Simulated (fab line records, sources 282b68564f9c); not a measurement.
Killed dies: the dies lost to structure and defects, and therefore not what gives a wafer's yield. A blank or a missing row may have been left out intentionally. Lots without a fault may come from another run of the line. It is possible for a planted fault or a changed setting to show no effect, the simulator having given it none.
The tool behind it: which one? -- flow rit cmos -- 14 lots with 42 wafers sampled at 2 steps, on a route of 202 steps

== WHAT THE GAUGES READ, wafer by wafer ==
RIT_CONTACT_THK_MEAS_01. Usual: CONTACT_TEOS_THK typically reads 398 nm, with standard deviation 5.5.
lot,measured,on,CONTACT_TEOS_THK (nm),flag
L348,day 3 03:37,film metro-04,400 396 400,
L349,day 3 08:06,film metro-04,388 393 404,
L350,day 3 14:51,film metro-04,799 806 803 799 807 804,OFF
L351,day 3 18:43,film metro-04,391 395 406,
L358,day 5 04:37,film metro-04,388 393 403,
L359,day 5 11:41,film metro-01,806 799 804 806 800 805,OFF
L360,day 5 15:08,film metro-02,391 389 398,
L362,day 6 00:49,film metro-02,399 399 407,
L363,day 6 04:58,film metro-01,398 396 405,
L364,day 6 10:02,film metro-01,393 396 404,
L367,day 7 03:00,film metro-02,390 402 398,
L368,day 7 09:29,film metro-01,398 409 410,
L369,day 7 11:18,film metro-02,394 406 396,
L370,day 7 17:30,film metro-04,393 400 398,

== EACH LOT AND THE TOOL THAT RAN IT (in order: tool; ch and the chambers of the sampled wafers; start) ==
lot,RIT_CONTACT_CVD_00
L348,"pecvd-01 ch 0,2, day 3 03:34"
L349,"pecvd-02 ch 0,2, day 3 08:03"
L350,"pecvd-04 ch 0,1,2, day 3 14:34"
L351,"pecvd-01 ch 0,2, day 3 18:38"
L358,"pecvd-04 ch 0,1,2, day 5 04:34"
L359,"pecvd-02 ch 0,1,2, day 5 11:25"
L360,"pecvd-04 ch 0,1, day 5 15:05"
L362,"pecvd-01 ch 0,1, day 6 00:44"
L363,"pecvd-04 ch 0,1, day 6 04:55"
L364,"pecvd-02 ch 0,1,2, day 6 09:58"
L367,"pecvd-02 ch 0,2, day 7 02:56"
L368,"pecvd-01 ch 0,2, day 7 09:26"
L369,"pecvd-04 ch 0,1,2, day 7 11:14"
L370,"pecvd-02 ch 0,2, day 7 17:26"
- RIT_CONTACT_CVD_00: deposits SiO2 from TEOS, target thk 400 nm, time 61 s.

== WHAT THE TOOLS THEMSELVES READ (means of the sampled wafers that have a number; where no wafer has one, the mark that the record gives instead) ==
RIT_CONTACT_CVD_00. Usual: heater power w 319 W, standard deviation 61.
lot,tool,heater power w (W),flag
L348,pecvd-01,274,
L349,pecvd-02,234,
L350,pecvd-04,354,
L351,pecvd-01,293,
L358,pecvd-04,375,
L359,pecvd-02,291,
L360,pecvd-04,386,
L362,pecvd-01,330,
L363,pecvd-04,375,
L364,pecvd-02,303,
L367,pecvd-02,226,
L368,pecvd-01,293,
L369,pecvd-04,360,
L370,pecvd-02,273,

== THE ANSWER, worked out from the rows above alone ==
Rule: take the mean of a lot's wafers that have a number; if it is more than 3 standard deviations from the usual mean, the lot is off. Also off: a lot with no number at a reading for which 4 or more lots have one. Where the step has rows for the other lots, those lots are counted as sound. The gauges are gone through in route order, then the tools' own readings, and for those a lot's mean is taken as printed above. At the first step where some lot is off, the reading lying furthest off is the one used; lots without a number count as furthest.
Off: at RIT_CONTACT_THK_MEAS_01 (CONTACT_TEOS_THK), L350, L359.
A tool fits if, at a process step before that reading, it ran every lot that is off, and no sound lot after the first of them. The gauges at RIT_CONTACT_THK_MEAS_01 are tried like those tools. Of those tried, none fits.

== WHAT THE SIMULATOR HAD PUT IN ==
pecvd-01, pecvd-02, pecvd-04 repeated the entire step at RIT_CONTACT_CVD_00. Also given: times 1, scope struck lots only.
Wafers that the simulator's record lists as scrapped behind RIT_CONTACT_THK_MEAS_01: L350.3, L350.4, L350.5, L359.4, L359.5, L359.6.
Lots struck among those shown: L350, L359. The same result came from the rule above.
